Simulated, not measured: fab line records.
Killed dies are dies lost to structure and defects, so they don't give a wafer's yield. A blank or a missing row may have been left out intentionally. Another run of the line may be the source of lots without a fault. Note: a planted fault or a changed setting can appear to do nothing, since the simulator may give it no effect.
The tool behind it: which one? || flow rit cmos || 39 wafers from 13 lots sampled at 7 of the route's 202 steps

== WHAT THE GAUGES READ, wafer by wafer ==
RIT_NWELL_OVL_MEAS_06. Usual: NWELL_OVL gives -0.3 nm (standard deviation 1.3).
{"lot": "L246", "measured": "day 2 06:25", "on": "overlay-02", "NWELL_OVL (nm)": "-0.1 -1.0 -0.4", "flag": ""}
{"lot": "L248", "measured": "day 2 10:17", "on": "overlay-01", "NWELL_OVL (nm)": "-0.2 -1.0 -0.5", "flag": ""}
{"lot": "L249", "measured": "day 2 18:30", "on": "overlay-02", "NWELL_OVL (nm)": "0.2 -0.4 -0.7", "flag": ""}
{"lot": "L251", "measured": "day 2 23:50", "on": "overlay-01", "NWELL_OVL (nm)": "0.7 0.8 0.0", "flag": ""}
{"lot": "L252", "measured": "day 3 03:47", "on": "overlay-01", "NWELL_OVL (nm)": "0.0 -1.6 -0.1", "flag": ""}
{"lot": "L253", "measured": "day 3 09:27", "on": "overlay-01", "NWELL_OVL (nm)": "-2.8 -2.8 -1.8", "flag": ""}
{"lot": "L254", "measured": "day 3 14:44", "on": "overlay-01", "NWELL_OVL (nm)": "-0.1 0.2 1.7", "flag": ""}
{"lot": "L256", "measured": "day 4 03:20", "on": "overlay-02", "NWELL_OVL (nm)": "-2.8 -2.3 -1.4", "flag": ""}
{"lot": "L257", "measured": "day 4 06:11", "on": "overlay-02", "NWELL_OVL (nm)": "-1.6 -1.2 0.3", "flag": ""}
{"lot": "L258", "measured": "day 4 09:35", "on": "overlay-01", "NWELL_OVL (nm)": "1.8 -0.5 0.5", "flag": ""}
{"lot": "L267", "measured": "day 6 07:49", "on": "overlay-01", "NWELL_OVL (nm)": "-1.6 -0.9 0.9", "flag": ""}
{"lot": "L268", "measured": "day 6 13:11", "on": "overlay-02", "NWELL_OVL (nm)": "-0.7 0.4 1.0", "flag": ""}
{"lot": "L269", "measured": "day 6 16:48", "on": "overlay-02", "NWELL_OVL (nm)": "-3.0 -3.3 -2.6", "flag": ""}

RIT_PRETRO_OVL_MEAS_06. Usual: PRETRO_OVL gives -0.5 nm (standard deviation 1.2).
{"lot": "L246", "measured": "day 2 18:12", "on": "overlay-02", "PRETRO_OVL (nm)": "-0.9 -0.8 -0.1", "flag": ""}
{"lot": "L248", "measured": "day 2 22:37", "on": "overlay-01", "PRETRO_OVL (nm)": "-0.1 0.5 0.7", "flag": ""}
{"lot": "L249", "measured": "day 3 04:45", "on": "overlay-02", "PRETRO_OVL (nm)": "-0.3 -2.4 -1.3", "flag": ""}
{"lot": "L251", "measured": "day 3 12:09", "on": "overlay-02", "PRETRO_OVL (nm)": "-0.5 -1.6 -2.1", "flag": ""}
{"lot": "L252", "measured": "day 3 15:38", "on": "overlay-02", "PRETRO_OVL (nm)": "-1.4 -1.8 -1.3", "flag": ""}
{"lot": "L253", "measured": "day 3 19:52", "on": "overlay-01", "PRETRO_OVL (nm)": "1.2 1.2 0.2", "flag": ""}
{"lot": "L254", "measured": "day 4 01:52", "on": "overlay-01", "PRETRO_OVL (nm)": "0.3 0.1 -0.3", "flag": ""}
{"lot": "L256", "measured": "day 4 13:55", "on": "overlay-01", "PRETRO_OVL (nm)": "-1.8 -0.7 -0.7", "flag": ""}
{"lot": "L257", "measured": "day 4 17:56", "on": "overlay-01", "PRETRO_OVL (nm)": "-0.9 -0.9 -0.8", "flag": ""}
{"lot": "L258", "measured": "day 4 20:30", "on": "overlay-02", "PRETRO_OVL (nm)": "-0.7 -2.4 -1.0", "flag": ""}
{"lot": "L267", "measured": "day 6 18:26", "on": "overlay-02", "PRETRO_OVL (nm)": "-0.4 -2.1 -0.2", "flag": ""}
{"lot": "L268", "measured": "day 7 00:30", "on": "overlay-02", "PRETRO_OVL (nm)": "0.3 0.2 1.5", "flag": ""}
{"lot": "L269", "measured": "day 7 03:29", "on": "overlay-01", "PRETRO_OVL (nm)": "-0.5 -0.1 0.1", "flag": ""}

RIT_NLDD_OVL_MEAS_06. Usual: NLDD_OVL gives -0.4 nm (standard deviation 1.7).
{"lot": "L246", "measured": "day 3 06:12", "on": "overlay-01", "NLDD_OVL (nm)": "0.2 1.2 1.0", "flag": ""}
{"lot": "L248", "measured": "day 3 10:35", "on": "overlay-02", "NLDD_OVL (nm)": "-2.7 -2.7 -4.9", "flag": ""}
{"lot": "L249", "measured": "day 3 16:59", "on": "overlay-01", "NLDD_OVL (nm)": "0.0 1.9 1.9", "flag": ""}
{"lot": "L251", "measured": "day 4 02:13", "on": "overlay-02", "NLDD_OVL (nm)": "-0.2 -0.9 -1.6", "flag": ""}
{"lot": "L252", "measured": "day 4 05:14", "on": "overlay-02", "NLDD_OVL (nm)": "-4.1 -2.8 -2.7", "flag": ""}
{"lot": "L253", "measured": "day 4 11:19", "on": "overlay-01", "NLDD_OVL (nm)": "-0.3 0.0 -0.2", "flag": ""}
{"lot": "L254", "measured": "day 4 14:41", "on": "overlay-02", "NLDD_OVL (nm)": "-2.2 0.0 -1.9", "flag": ""}
{"lot": "L256", "measured": "day 5 00:18", "on": "overlay-02", "NLDD_OVL (nm)": "0.5 0.8 -0.2", "flag": ""}
{"lot": "L257", "measured": "day 5 05:41", "on": "overlay-02", "NLDD_OVL (nm)": "-1.9 -2.8 -2.2", "flag": ""}
{"lot": "L258", "measured": "day 5 10:54", "on": "overlay-01", "NLDD_OVL (nm)": "- - -", "flag": "OFF"}
{"lot": "L267", "measured": "day 7 06:24", "on": "overlay-01", "NLDD_OVL (nm)": "-1.4 -1.8 -1.2", "flag": ""}
{"lot": "L268", "measured": "day 7 13:17", "on": "overlay-02", "NLDD_OVL (nm)": "0.1 -0.3 0.9", "flag": ""}
{"lot": "L269", "measured": "day 7 17:32", "on": "overlay-01", "NLDD_OVL (nm)": "1.3 1.7 0.4", "flag": ""}

RIT_NLDD_TW_MEAS_10. Usual: NLDD_TW gives 2467 (standard deviation 19).
{"lot": "L246", "measured": "day 3 06:43", "on": "film metro-01", "NLDD_TW": "2474 2488 2486", "flag": ""}
{"lot": "L248", "measured": "day 3 11:06", "on": "film metro-03", "NLDD_TW": "2476 2479 2487", "flag": ""}
{"lot": "L249", "measured": "day 3 17:33", "on": "film metro-04", "NLDD_TW": "2449 2452 2453", "flag": ""}
{"lot": "L251", "measured": "day 4 02:44", "on": "film metro-01", "NLDD_TW": "2497 2488 2478", "flag": ""}
{"lot": "L252", "measured": "day 4 05:45", "on": "film metro-03", "NLDD_TW": "2457 2445 2457", "flag": ""}
{"lot": "L253", "measured": "day 4 11:50", "on": "film metro-03", "NLDD_TW": "2452 2457 2481", "flag": ""}
{"lot": "L254", "measured": "day 4 15:12", "on": "film metro-03", "NLDD_TW": "2463 2463 2465", "flag": ""}
{"lot": "L256", "measured": "day 5 00:49", "on": "film metro-04", "NLDD_TW": "2453 2456 2460", "flag": ""}
{"lot": "L257", "measured": "day 5 06:12", "on": "film metro-03", "NLDD_TW": "2497 2510 2484", "flag": ""}
{"lot": "L258", "measured": "day 5 11:25", "on": "film metro-04", "NLDD_TW": "29 30 29", "flag": "OFF"}
{"lot": "L267", "measured": "day 7 07:02", "on": "film metro-04", "NLDD_TW": "2477 2472 2459", "flag": ""}
{"lot": "L268", "measured": "day 7 13:48", "on": "film metro-04", "NLDD_TW": "2471 2462 2461", "flag": ""}
{"lot": "L269", "measured": "day 7 18:02", "on": "film metro-01", "NLDD_TW": "2481 2497 2482", "flag": ""}

RIT_PLDD_TW_MEAS_10. Usual: PLDD_TW gives 2332 (standard deviation 16).
{"lot": "L246", "measured": "day 3 08:16", "on": "film metro-03", "PLDD_TW": "2327 2333 2323", "flag": ""}
{"lot": "L248", "measured": "day 3 12:39", "on": "film metro-01", "PLDD_TW": "2337 2350 2345", "flag": ""}
{"lot": "L249", "measured": "day 3 19:05", "on": "film metro-04", "PLDD_TW": "2303 2326 2315", "flag": ""}
{"lot": "L251", "measured": "day 4 04:09", "on": "film metro-01", "PLDD_TW": "2342 2360 2350", "flag": ""}
{"lot": "L252", "measured": "day 4 07:18", "on": "film metro-03", "PLDD_TW": "2322 2319 2327", "flag": ""}
{"lot": "L253", "measured": "day 4 13:25", "on": "film metro-01", "PLDD_TW": "2333 2334 2344", "flag": ""}
{"lot": "L254", "measured": "day 4 16:59", "on": "film metro-04", "PLDD_TW": "2308 2302 2307", "flag": ""}
{"lot": "L256", "measured": "day 5 02:14", "on": "film metro-01", "PLDD_TW": "2342 2335 2332", "flag": ""}
{"lot": "L257", "measured": "day 5 07:43", "on": "film metro-03", "PLDD_TW": "2350 2354 2334", "flag": ""}
{"lot": "L258", "measured": "day 5 13:04", "on": "film metro-01", "PLDD_TW": "2850 2854 2855", "flag": "OFF"}
{"lot": "L267", "measured": "day 7 08:55", "on": "film metro-03", "PLDD_TW": "2345 2352 2350", "flag": ""}
{"lot": "L268", "measured": "day 7 15:21", "on": "film metro-04", "PLDD_TW": "2317 2324 2317", "flag": ""}
{"lot": "L269", "measured": "day 7 19:44", "on": "film metro-03", "PLDD_TW": "2338 2335 2357", "flag": ""}

== TOOL THAT RAN EACH LOT (tool first, then ch and the chambers of the sampled wafers, then the start) ==
{"lot": "L246", "RIT_PRETRO_STRIP_09": "plasma asher-04 ch 0,1, day 2 18:38", "RIT_NLDD_EXPOSE_03": "iline stepper-01 ch 0, day 3 05:37"}
{"lot": "L248", "RIT_PRETRO_STRIP_09": "plasma asher-01 ch 0,1, day 2 23:16", "RIT_NLDD_EXPOSE_03": "iline stepper-02 ch 0, day 3 10:13"}
{"lot": "L249", "RIT_PRETRO_STRIP_09": "plasma asher-04 ch 0,1, day 3 05:11", "RIT_NLDD_EXPOSE_03": "iline stepper-02 ch 0, day 3 16:35"}
{"lot": "L251", "RIT_PRETRO_STRIP_09": "plasma asher-04 ch 0,1, day 3 12:35", "RIT_NLDD_EXPOSE_03": "iline stepper-01 ch 0, day 4 01:49"}
{"lot": "L252", "RIT_PRETRO_STRIP_09": "plasma asher-01 ch 0,1, day 3 16:04", "RIT_NLDD_EXPOSE_03": "iline stepper-02 ch 0, day 4 04:50"}
{"lot": "L253", "RIT_PRETRO_STRIP_09": "plasma asher-02 ch 0,1, day 3 20:22", "RIT_NLDD_EXPOSE_03": "iline stepper-01 ch 0, day 4 10:55"}
{"lot": "L254", "RIT_PRETRO_STRIP_09": "plasma asher-01 ch 0, day 4 02:18", "RIT_NLDD_EXPOSE_03": "iline stepper-02 ch 0, day 4 14:17"}
{"lot": "L256", "RIT_PRETRO_STRIP_09": "plasma asher-01 ch 0,1, day 4 14:20", "RIT_NLDD_EXPOSE_03": "iline stepper-02 ch 0, day 4 23:55"}
{"lot": "L257", "RIT_PRETRO_STRIP_09": "plasma asher-04 ch 0,1, day 4 18:32", "RIT_NLDD_EXPOSE_03": "iline stepper-01 ch 0, day 5 05:17"}
{"lot": "L258", "RIT_PRETRO_STRIP_09": "plasma asher-04 ch 0,1, day 4 20:56", "RIT_NLDD_EXPOSE_03": "iline stepper-01 ch 0, day 5 10:31"}
{"lot": "L267", "RIT_PRETRO_STRIP_09": "plasma asher-02 ch 0,1, day 6 18:55", "RIT_NLDD_EXPOSE_03": "iline stepper-02 ch 0, day 7 06:02"}
{"lot": "L268", "RIT_PRETRO_STRIP_09": "plasma asher-04 ch 0, day 7 00:56", "RIT_NLDD_EXPOSE_03": "iline stepper-02 ch 0, day 7 12:53"}
{"lot": "L269", "RIT_PRETRO_STRIP_09": "plasma asher-04 ch 0,1, day 7 03:56", "RIT_NLDD_EXPOSE_03": "iline stepper-01 ch 0, day 7 17:08"}
- RIT_PRETRO_STRIP_09: strips in O2, time 180 s.
- RIT_NLDD_EXPOSE_03: exposes mask M7, target cd 40700 nm.

== AS READ BY THE TOOLS THEMSELVES (means over the sampled wafers that have a number; for cases with no such wafer, the mark the record gives instead) ==
RIT_PRETRO_STRIP_09. Usual: drypump motor current A 5.40 A, standard deviation 0.22; o2 flow sccm 4004 sccm, standard deviation 12.
{"lot": "L246", "tool": "plasma asher-04", "drypump motor current A (A)": 5.48, "o2 flow sccm (sccm)": 4004, "flag": ""}
{"lot": "L248", "tool": "plasma asher-01", "drypump motor current A (A)": 5.38, "o2 flow sccm (sccm)": 3982, "flag": ""}
{"lot": "L249", "tool": "plasma asher-04", "drypump motor current A (A)": 5.48, "o2 flow sccm (sccm)": 4004, "flag": ""}
{"lot": "L251", "tool": "plasma asher-04", "drypump motor current A (A)": 5.49, "o2 flow sccm (sccm)": 4024, "flag": ""}
{"lot": "L252", "tool": "plasma asher-01", "drypump motor current A (A)": 5.27, "o2 flow sccm (sccm)": 4017, "flag": ""}
{"lot": "L253", "tool": "plasma asher-02", "drypump motor current A (A)": 5.56, "o2 flow sccm (sccm)": 3992, "flag": ""}
{"lot": "L254", "tool": "plasma asher-01", "drypump motor current A (A)": 5.52, "o2 flow sccm (sccm)": 4008, "flag": ""}
{"lot": "L256", "tool": "plasma asher-01", "drypump motor current A (A)": 5.39, "o2 flow sccm (sccm)": 4008, "flag": ""}
{"lot": "L257", "tool": "plasma asher-04", "drypump motor current A (A)": 5.49, "o2 flow sccm (sccm)": 4005, "flag": ""}
{"lot": "L258", "tool": "plasma asher-04", "drypump motor current A (A)": 5.46, "o2 flow sccm (sccm)": 4011, "flag": ""}
{"lot": "L267", "tool": "plasma asher-02", "drypump motor current A (A)": 5.55, "o2 flow sccm (sccm)": 4013, "flag": ""}
{"lot": "L268", "tool": "plasma asher-04", "drypump motor current A (A)": 5.65, "o2 flow sccm (sccm)": 4000, "flag": ""}
{"lot": "L269", "tool": "plasma asher-04", "drypump motor current A (A)": 5.48, "o2 flow sccm (sccm)": 4004, "flag": ""}

RIT_NLDD_EXPOSE_03. Usual: stage vel mm s 500.01 mm/s, standard deviation 0.26.
{"lot": "L246", "tool": "iline stepper-01", "stage vel mm s (mm/s)": 500.01, "flag": ""}
{"lot": "L248", "tool": "iline stepper-02", "stage vel mm s (mm/s)": 500.00, "flag": ""}
{"lot": "L249", "tool": "iline stepper-02", "stage vel mm s (mm/s)": 500.13, "flag": ""}
{"lot": "L251", "tool": "iline stepper-01", "stage vel mm s (mm/s)": 499.92, "flag": ""}
{"lot": "L252", "tool": "iline stepper-02", "stage vel mm s (mm/s)": 499.91, "flag": ""}
{"lot": "L253", "tool": "iline stepper-01", "stage vel mm s (mm/s)": 499.73, "flag": ""}
{"lot": "L254", "tool": "iline stepper-02", "stage vel mm s (mm/s)": 499.93, "flag": ""}
{"lot": "L256", "tool": "iline stepper-02", "stage vel mm s (mm/s)": 499.72, "flag": ""}
{"lot": "L257", "tool": "iline stepper-01", "stage vel mm s (mm/s)": 499.83, "flag": ""}
{"lot": "L258", "tool": "iline stepper-01", "stage vel mm s (mm/s)": 499.78, "flag": ""}
{"lot": "L267", "tool": "iline stepper-02", "stage vel mm s (mm/s)": 500.00, "flag": ""}
{"lot": "L268", "tool": "iline stepper-02", "stage vel mm s (mm/s)": 500.11, "flag": ""}
{"lot": "L269", "tool": "iline stepper-01", "stage vel mm s (mm/s)": 500.06, "flag": ""}

== THE ANSWER, worked out from the rows above alone ==
Rule: take the mean of a lot's wafers that have a number; if it is more than 3 standard deviations from the usual mean, the lot is off. Also off: a lot with no number at a reading for which 4 or more lots have one. Where the step has rows for the other lots, those lots are counted as sound. The gauges are gone through in route order, then the tools' own readings, and for those a lot's mean is taken as printed above. The first step at which some lot is off is used, and at that step the reading that is off furthest; a lot without a number counts as furthest.
Off: L258, at RIT_NLDD_OVL_MEAS_06 (NLDD_OVL). Without a number there: L258.
A tool fits if, at a process step before that reading, it ran every lot that is off, and no sound lot after the first of them. The gauges at RIT_NLDD_OVL_MEAS_06 aren't tried: what is off there is off at RIT_NLDD_TW_MEAS_10 too, on other tools, and a gauge's error can't cause that. Not one of the candidates tried fits.

== WHAT THE SIMULATOR HAD PUT IN ==
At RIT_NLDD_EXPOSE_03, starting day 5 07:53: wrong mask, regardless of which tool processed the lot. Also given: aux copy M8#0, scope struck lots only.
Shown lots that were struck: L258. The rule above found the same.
